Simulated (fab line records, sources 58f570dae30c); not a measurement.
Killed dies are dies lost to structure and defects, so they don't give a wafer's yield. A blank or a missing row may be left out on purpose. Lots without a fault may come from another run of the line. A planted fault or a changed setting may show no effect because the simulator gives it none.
fab line records | flow berkeley_cmos170 | part 2 of 2: steps 28 to 35 of 35
record lots=5 wafers=15 last_day=11
route steps=331 shown SDANNEAL@205 PSD@206 NSD@207 PLDD@208 NLDD@209 SILICIDE@210 CONTACT@216 M1@238
lots that met no fault: from a run of the same line without faults
start_h: hours from the record's first day to the start of the lot's first wafer shown | wait_h: hours since the lot's step before | " the same as in the row above | L1.1+2: a row that stands for several wafers | - no value, or no start given | * or withheld: withheld | < > ~ a bound
route shown NAME@n: a module of which the file shows steps, and the number in the route of the first | usual: mean/standard deviation of fault-free wafers | same: alike in all rows | chamber/n: place in a boat | sites: the reading at each site | _std_site: their standard deviation | _edge_site: outer sites' mean less inner sites' | radius_mm: how far each site lies from the wafer's centre | mask NAME#n: copy n | behind: the tool/chamber that last shaped the wafer | hold: why the lot was held/for how many hours/how that ended | device: the transistor (n, p or np) that didn't switch | end of line: the same wafers' tests at the end of the route | a step without rows: its recipe alone | killed: dies lost to structure and defects at the first sort, not the wafer's yield | map: a wafer's dies, x killed, . not, _ none there
set.NAME: the setting as run; set.NAME@STEP: as run at that earlier step | model.NAME: the simulator's own value behind a step, which no gauge read
lots at some steps of the route; a table a step, a row a wafer
services: from which hour (start_h, from the record's first day; less than 0 if before it) a tool's chamber was out of use, for how many hours, and why
## steps
# step UCB170_CONTACT_OVL_MEAS_16
# usual CONTACT_OVL=-3/6.1
# columns lot.wafer tool chamber start_h wait_h CONTACT_OVL[nm]
L074.1 overlay-01 - 146.38 0.1 5
L074.5 " - " " 1
L074.6 " - " " 0
L077.2 overlay-02 - 177.62 0.1 -1
L077.3 " - " " 0
L077.5 " - " " 0
L079.1 overlay-02 - 178.62 0.1 -2
L079.4 " - " " 5
L079.5 " - " " 2
L080.1 overlay-01 - 184.53 0.1 -2
L080.3 " - " " -2
L080.5 " - " " 6
L092.1 overlay-01 - 240.49 0.1 -4
L092.2 " - " " 0
L092.5 " - " " -9
# step UCB170_CONTACT_ETCH_17
# recipe chemistry=N2/H2 target_depth_a=withheld overetch_a=withheld target=BARC time_s=withheld source_w=500 bias_w=100 pressure_mtorr=30 n2_flow_sccm=100 h2_flow_sccm=200
# usual drypump_motor_current_A=6.1/0.46 h2_flow_sccm=199.9/0.61 oes_product_au=1.006/0.016 throttle_valve_pct=13.39/0.19
# columns lot.wafer tool chamber start_h wait_h drypump_motor_current_A h2_flow_sccm oes_product_au throttle_valve_pct
L074.1 rie_diel-02 0 146.42 0.0 5.8 201.1 0.993 13.49
L074.5 " 0 " " 5.9 201.1 0.996 13.49
L074.6 " 1 " " 6.5 199.9 1.024 13.30
L077.2 rie_diel-03 3 177.65 0.0 6.1 199.1 1.015 12.90
L077.3 " 2 " " 6.6 200.5 1.001 13.60
L077.5 " 2 " " 6.6 200.4 1.017 13.60
L079.1 rie_diel-04 0 178.65 0.0 5.5 199.8 1.019 13.44
L079.4 " 1 " " 5.6 199.4 0.979 13.26
L079.5 " 3 " " 5.4 200.7 1.026 13.30
L080.1 rie_diel-02 2 184.57 0.0 6.1 199.6 1.023 13.62
L080.3 " 0 " " 5.8 199.5 0.991 13.49
L080.5 " 3 " " 6.5 199.3 1.008 13.30
L092.1 rie_diel-02 0 240.53 0.0 5.9 199.7 1.002 13.48
L092.2 " 1 " " 6.4 199.6 1.022 13.29
L092.5 " 3 " " 6.5 201.4 1.012 13.29
# step UCB170_CONTACT_ETCH_18
# recipe chemistry=CHF3/CF4/Ar target=PSG stop_on=TiSi2 CHF3_flow_sccm=45 cf4_flow_sccm=15 Ar_flow_sccm=150 pressure_mtorr=200 rf_w=700 target_depth_a=8400 over_etch_frac=0.2 time_s=195
# usual cf4_flow_sccm=15.00/0.045 drypump_motor_current_A=6.0/0.46 oes_product_au=0.903/0.013 throttle_valve_pct=7.00/0.13
# columns lot.wafer tool chamber start_h wait_h cf4_flow_sccm drypump_motor_current_A oes_product_au rf_hours_counter_h throttle_valve_pct
L074.1 rie_diel-02 0 - - 14.95 5.8 0.896 127 7.04
L074.5 " 0 " " 15.11 5.8 0.893 - 7.06
L074.6 " 1 " " 14.93 6.4 0.930 - 6.87
L077.2 rie_diel-03 3 - - 15.03 6.1 0.914 113 6.70
L077.3 " 2 " " 14.94 6.7 0.902 66 7.10
L077.5 " 2 " " 15.05 6.6 0.906 - 7.08
L079.1 rie_diel-04 0 - - 15.00 5.6 0.902 18 7.02
L079.4 " 1 " " 15.03 5.5 0.891 42 6.93
L079.5 " 3 " " 15.04 5.4 0.924 - 6.96
L080.1 rie_diel-02 2 - - 15.01 6.1 0.913 43 7.19
L080.3 " 0 " " 14.98 5.9 0.899 129 7.05
L080.5 " 3 " " 14.98 6.6 0.902 - 6.93
L092.1 rie_diel-02 0 - - 15.02 5.8 0.903 132 7.06
L092.2 " 1 " " 15.03 6.4 0.924 59 6.86
L092.5 " 3 " " 15.06 6.5 0.904 - 6.93
# step UCB170_CONTACT_STRIP_19
# recipe chemistry=O2 power_w=400 pressure_mtorr=3500 platen_temp_c=withheld o2_flow_sccm=400 overash_fraction=0.5
# usual drypump_motor_current_A=5.6/0.57 o2_flow_sccm=400.2/1.1 oes_product_au=0.726/0.005
# columns lot.wafer tool chamber start_h wait_h drypump_motor_current_A o2_flow_sccm oes_product_au rf_hours_counter_h
L074.1 plasma_asher-04 1 146.59 - 5.3 397.3 0.719 44
L074.5 " 0 " " 4.6 398.4 0.728 -
L074.6 " 1 " " 5.3 399.1 0.724 -
L077.2 plasma_asher-02 1 177.82 - 6.3 400.9 0.726 7
L077.3 " 1 " " 6.3 400.8 0.719 -
L077.5 " 1 " " 6.3 399.8 0.736 -
L079.1 plasma_asher-04 0 178.82 - 4.6 400.4 0.731 47
L079.4 " 1 " " 5.2 400.3 0.730 -
L079.5 " 0 " " 4.6 399.4 0.734 -
L080.1 plasma_asher-03 1 184.73 - 5.6 400.6 0.726 40
L080.3 " 1 " " 5.6 400.0 0.725 -
L080.5 " 0 " " 6.1 402.9 0.732 -
L092.1 plasma_asher-04 1 240.70 - 5.3 400.2 0.726 55
L092.2 " 0 " " 4.6 397.9 0.725 55
L092.5 " 0 " " 4.6 399.8 0.728 -
# step UCB170_CONTACT_CD_MEAS_90
# recipe target_cd_nm=700
# usual cd_nm=700.0/1.4
# columns lot.wafer tool chamber start_h wait_h cd_nm
L074.1 cd_sem-02 - 146.83 0.2 700.3
L074.5 " - " " 698.1
L074.6 " - " " 698.2
L077.2 cd_sem-02 - 177.94 0.1 700.9
L077.3 " - " " 701.0
L077.5 " - " " 699.7
L079.1 cd_sem-01 - 178.92 0.1 701.1
L079.4 " - " " 700.1
L079.5 " - " " 700.6
L080.1 cd_sem-01 - 184.83 0.1 697.7
L080.3 " - " " 697.4
L080.5 " - " " 698.5
L092.1 cd_sem-02 - 240.80 0.1 700.3
L092.2 " - " " 698.1
L092.5 " - " " 701.3
# step UCB170_CONTACT_CLEAN_20
# recipe chemistry=SPM temp_c=120 time_s=600
# columns lot.wafer tool chamber start_h wait_h
L074.1+5+6 wet_bench-03 0 146.95 0.1
L077.2+3+5 wet_bench-01 0 178.04 0.1
L079.1+4+5 wet_bench-01 1 179.18 0.2
L080.1+3+5 wet_bench-01 2 184.95 0.1
L092.1+2+5 wet_bench-01 2 240.99 0.2
# step UCB170_M1_SPUTTER_00
# recipe material=Al target_thk_nm=600 time_s=80 power_w=6000 chamber_pressure_pa=0.4827
# usual throttle_valve_pct=30.0/0.96
# columns lot.wafer tool chamber start_h wait_h throttle_valve_pct
L074.1 pvd_sputter-04 - 147.14 0.0 31.1
L074.5 " - " " 29.0
L074.6 " - " " 30.7
L077.2 pvd_sputter-04 - 178.22 0.0 29.0
L077.3 " - " " 27.6
L077.5 " - " " 31.0
L079.1 pvd_sputter-01 - 179.35 0.0 31.0
L079.4 " - " " 29.8
L079.5 " - " " 30.1
L080.1 pvd_sputter-04 - 185.13 0.0 27.6
L080.3 " - " " 30.9
L080.5 " - " " 27.6
L092.1 pvd_sputter-04 - 241.16 0.0 30.9
L092.2 " - " " 29.0
L092.5 " - " " 27.8
# step UCB170_M1_RS_MEAS_01
# recipe thk_meas_gauge=four-point-probe reads=Al_of_M1_SPUTTER_00
# usual M1_AL_RS=0.0481/0.00045
# columns lot.wafer tool chamber start_h wait_h M1_AL_RS[ohm/sq]
L074.1 film_metro-03 - 147.21 0.0 0.0481
L074.5 " - " " 0.0486
L074.6 " - " " 0.0487
L077.2 film_metro-01 - 178.30 0.1 0.0487
L077.3 " - " " 0.0480
L077.5 " - " " 0.0484
L079.1 film_metro-03 - 179.42 0.0 0.0482
L079.4 " - " " 0.0481
L079.5 " - " " 0.0479
L080.1 film_metro-01 - 185.19 0.0 0.0483
L080.3 " - " " 0.0485
L080.5 " - " " 0.0484
L092.1 film_metro-01 - 241.22 0.0 0.0478
L092.2 " - " " 0.0474
L092.5 " - " " 0.0475
## services
# columns tool chamber start_h hours kind
pvd_sputter-04 - 118.69 1.1 repair
krf_scanner-01 - 119.88 36.0 pm
pvd_sputter-04 - 121.17 6.6 repair
pvd_sputter-03 - 123.68 0.6 repair
rie_diel-03 2 127.06 6.4 repair
pvd_sputter-01 - 130.57 4.9 repair
rtp_anneal-01 - 131.52 6.3 pm
rie_diel-03 3 138.22 5.9 repair
rie_diel-03 2 149.25 5.5 repair
rie_diel-03 0 152.20 10.0 repair
krf_scanner-02 - 154.75 3.7 repair
krf_scanner-02 - 158.40 0.8 pm
krf_scanner-02 - 165.10 0.6 repair
plasma_asher-04 - 174.07 3.2 repair
krf_scanner-02 - 176.28 0.1 repair
krf_scanner-02 - 179.69 8.9 repair
pvd_sputter-01 - 180.75 0.5 repair
wet_bench-03 - 194.22 1.9 pm
lpcvd-01 - 198.36 6.1 pm
krf_scanner-02 - 204.16 3.3 repair
krf_scanner-02 - 214.35 0.2 repair
krf_scanner-02 - 226.32 1.3 pm
krf_scanner-02 - 230.01 3.6 pm
pvd_sputter-03 - 234.12 2.9 repair
